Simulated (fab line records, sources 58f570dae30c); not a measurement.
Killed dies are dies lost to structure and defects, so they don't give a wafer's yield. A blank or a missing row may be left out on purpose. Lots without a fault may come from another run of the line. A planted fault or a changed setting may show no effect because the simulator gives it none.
Which tool did it? | flow berkeley_cmos170 | 7 lots, 21 wafers sampled, at 3 steps of a route of 331

WHAT THE GAUGES READ, wafer by wafer
UCB170_PWELL_TW_MEAS_17.
lot  | measured    | on            | PWELL_TW
L425 | day 3 13:18 | film_metro-01 | 382.3 379.8 381.6
L427 | day 3 22:14 | film_metro-01 | 384.3 384.8 383.1
L429 | day 4 00:16 | film_metro-03 | 375.5 375.8 375.5
L434 | day 5 10:46 | film_metro-03 | 368.9 368.5 370.0
L437 | day 6 06:40 | film_metro-03 | 369.7 370.1 368.7
L438 | day 6 06:18 | film_metro-03 | 370.0 371.0 369.5
L443 | day 7 09:48 | film_metro-03 | 373.1 377.2 375.4

WHICH TOOL RAN EACH LOT (tool, then ch and the chambers of the sampled wafers, then the start)
lot  | UCB170_ZERO_ETCH_06               | UCB170_PWELL_IMPLANT_15
L425 | rie_diel-02 ch 1,2,3, day 2 07:50 | implanter-04 ch 0, day 3 13:05
L427 | rie_diel-02 ch 1,2,3, day 2 16:20 | implanter-04 ch 0, day 3 21:57
L429 | rie_diel-02 ch 0,1,3, day 2 22:01 | implanter-03 ch 0, day 4 00:02
L434 | rie_diel-02 ch 1,2,3, day 4 01:59 | implanter-01 ch 0, day 5 10:31
L437 | rie_diel-02 ch 0,1,3, day 4 21:55 | implanter-01 ch 0, day 6 06:25
L438 | rie_diel-02 ch 0,2,3, day 5 03:09 | implanter-01 ch 0, day 6 06:03
L443 | rie_diel-03 ch 0,1,3, day 6 00:08 | implanter-04 ch 0, day 7 09:35
- UCB170_ZERO_ETCH_06: etches SiO2 in CHF3/CF4/Ar, time 12 s.
- UCB170_PWELL_IMPLANT_15

THE ANSWER, worked out from the rows above alone
Rule: what is usual is taken from the lots themselves. Put in order of their means at a reading, lots are off if they are a third of the lots or fewer, leave a main group of 4 or more, and stand apart from it by a gap of 3 or more times the standard deviation of the main group's means; of several such gaps the widest counts. A main group whose means are all the same, to the digits that the tables above print for the reading, isn't used. A lot without any number at a reading at which 4 lots or more have one is off too. The other lots that the step has rows for count as sound.
No lot is off at any reading shown: from this, nothing can be told.

WHAT THE SIMULATOR HAD PUT IN
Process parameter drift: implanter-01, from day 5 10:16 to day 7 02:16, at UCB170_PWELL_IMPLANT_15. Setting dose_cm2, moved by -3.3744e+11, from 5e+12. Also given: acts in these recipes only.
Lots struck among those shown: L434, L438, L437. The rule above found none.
